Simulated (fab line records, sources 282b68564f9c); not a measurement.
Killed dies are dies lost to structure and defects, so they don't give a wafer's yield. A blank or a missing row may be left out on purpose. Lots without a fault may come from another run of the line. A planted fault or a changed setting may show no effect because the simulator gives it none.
Chamber matching | flow rit_cmos | RIT_GATE_ETCH_19 on rie_si-02: 4 sister chambers
The step etches poly-Si in SF6/CHF3/O2, stops on SiO2, time 165 s, target depth 312.5 nm. 4 wafers are shown with their chamber, then 7 later ones without.

WAFERS WITH THEIR CHAMBER
wafer  | chamber | drypump_motor_current_A (A)
L085.4 | 3       | 5.1
L087.4 | 0       | 6.0
L089.1 | 1       | 4.8
L089.2 | 2       | 4.9

WAFERS WITHOUT THEIR CHAMBER
wafer  | drypump_motor_current_A (A)
L089.5 | 4.8
L093.3 | 5.1
L093.4 | 5.9
L093.6 | 5.1
L097.3 | 6.0
L097.5 | 4.9
L097.6 | 4.8

WHICH CHAMBER EACH WENT THROUGH
wafer  | from the rows above | in truth
L089.5 | 1                   | 1
L093.3 | 3                   | 3
L093.4 | 0                   | 0
L093.6 | 3                   | 3
L097.3 | 0                   | 0
L097.5 | 2                   | 2
L097.6 | 1                   | 1
Placed correctly: 7 of 7. Can't be placed from these rows: 0. Placed wrongly: 0.
How it was worked out, from the rows above alone: a wafer's distance from a chamber is the root of the sum, over the readings, of the square of ((its reading less the chamber's mean) divided by the reading's scatter). The wafer belongs to the nearest chamber; if the next one is less than 2 further off, it can't be placed. A chamber's mean is the mean of its shown wafers. The scatter: with one shown wafer a chamber, the root of the mean of the squares of how far each hidden wafer lies from its nearest shown one.
